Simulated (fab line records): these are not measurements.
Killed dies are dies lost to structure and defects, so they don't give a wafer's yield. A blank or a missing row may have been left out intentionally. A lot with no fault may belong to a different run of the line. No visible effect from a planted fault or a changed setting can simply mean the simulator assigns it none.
Which tool did it? | flow berkeleyCmos170 | 42 wafers from 14 lots sampled at 3 of the route's 331 steps

WHAT THE GAUGES READ, wafer by wafer
UCB170_V1_CD_MEAS_12 targets a cd of 700 nm.
lot  | measured     | on       | cdNm (nm)
L898 | day 7 06:08  | cdSem-02 | 701.2 700.7 701.0
L897 | day 7 06:16  | cdSem-02 | 699.4 700.4 700.5
L899 | day 7 19:04  | cdSem-02 | 699.8 700.5 699.1
L900 | day 8 07:48  | cdSem-02 | 700.5 700.6 700.4
L901 | day 8 14:15  | cdSem-02 | 703.3 701.0 700.8
L904 | day 9 15:06  | cdSem-02 | 696.7 695.3 697.9
L907 | day 9 19:48  | cdSem-02 | 698.3 697.2 698.4
L911 | day 10 19:46 | cdSem-02 | 700.6 698.9 698.8
L912 | day 10 23:37 | cdSem-01 | 699.9 699.1 698.2
L914 | day 11 04:59 | cdSem-01 | 701.1 699.6 699.1
L915 | day 11 05:16 | cdSem-01 | 699.8 699.2 699.0
L918 | day 11 16:59 | cdSem-01 | 698.6 699.1 698.1
L917 | day 11 20:44 | cdSem-01 | 699.4 699.4 700.8
L920 | day 12 14:00 | cdSem-01 | 699.3 699.6 701.0

UCB170_M2_CD_MEAS_15 targets a cd of 700 nm.
lot  | measured     | on       | cdNm (nm)
L898 | day 7 08:56  | cdSem-02 | 698.7 698.5 699.6
L897 | day 7 09:31  | cdSem-01 | 699.1 700.2 698.6
L899 | day 8 00:11  | cdSem-01 | 701.1 701.1 700.8
L900 | day 8 10:29  | cdSem-01 | 698.7 699.5 699.6
L901 | day 8 17:02  | cdSem-01 | 701.6 700.6 701.1
L904 | day 9 18:20  | cdSem-01 | 701.2 702.4 701.2
L907 | day 10 00:13 | cdSem-01 | 699.6 701.2 701.7
L911 | day 10 22:46 | cdSem-02 | 700.2 700.9 700.9
L912 | day 11 02:41 | cdSem-02 | 701.3 703.5 703.1
L914 | day 11 08:25 | cdSem-01 | 700.0 698.9 699.9
L915 | day 11 08:38 | cdSem-01 | 699.3 700.1 699.6
L918 | day 11 19:26 | cdSem-01 | 700.8 700.0 699.9
L917 | day 11 23:44 | cdSem-01 | 700.6 701.6 701.2
L920 | day 12 16:37 | cdSem-01 | 701.3 700.8 701.4

UCB170_M2_CD_MEAS_90 targets a cd of 700 nm.
lot  | measured     | on       | cdNm (nm)
L898 | day 7 09:25  | cdSem-02 | 704 703 701
L897 | day 7 10:01  | cdSem-02 | 693 704 703
L899 | day 8 00:40  | cdSem-02 | 705 703 706
L900 | day 8 10:59  | cdSem-02 | 700 702 703
L901 | day 8 17:32  | cdSem-02 | 706 705 701
L904 | day 9 18:49  | cdSem-01 | 705 704 704
L907 | day 10 00:43 | cdSem-01 | 701 709 708
L911 | day 10 23:31 | cdSem-01 | 703 701 700
L912 | day 11 03:10 | cdSem-02 | 702 709 708
L914 | day 11 09:12 | cdSem-01 | 704 695 705
L915 | day 11 09:58 | cdSem-01 | 701 704 702
L918 | day 11 19:55 | cdSem-01 | 695 701 698
L917 | day 12 00:20 | cdSem-01 | 703 700 706
L920 | day 12 17:11 | cdSem-01 | 706 701 707

TOOL THAT RAN EACH LOT (tool first, then ch and the chambers of the sampled wafers, then the start)
The record holds no process step before these readings.

AS READ BY THE TOOLS THEMSELVES (means over the sampled wafers that have a number; for cases with no such wafer, the mark the record gives instead)
The record holds no such reading with a usual standard deviation.

THE ANSWER, worked out from the rows above alone
Rule: the lots themselves supply what counts as usual. Put in order of their means at a reading, lots are off if they are a third of the lots or fewer, leave a main group of 4 or more, and stand apart from it by a gap of 3 or more times the standard deviation of the main group's means; of several such gaps the widest counts. A main group is skipped when, at the precision printed for the reading in the tables above, its means are all equal. Also off: a lot with no number at a reading for which 4 or more lots have one. Where the step has rows for the other lots, those lots are counted as sound. The gauges are gone through in route order, then the tools' own readings, and for those a lot's mean is taken as printed above. At the first step where some lot is off, the reading lying furthest off is the one used; lots without a number count as furthest.
Across all readings shown, no lot is off: no conclusion can be drawn from this.

WHAT THE SIMULATOR HAD PUT IN
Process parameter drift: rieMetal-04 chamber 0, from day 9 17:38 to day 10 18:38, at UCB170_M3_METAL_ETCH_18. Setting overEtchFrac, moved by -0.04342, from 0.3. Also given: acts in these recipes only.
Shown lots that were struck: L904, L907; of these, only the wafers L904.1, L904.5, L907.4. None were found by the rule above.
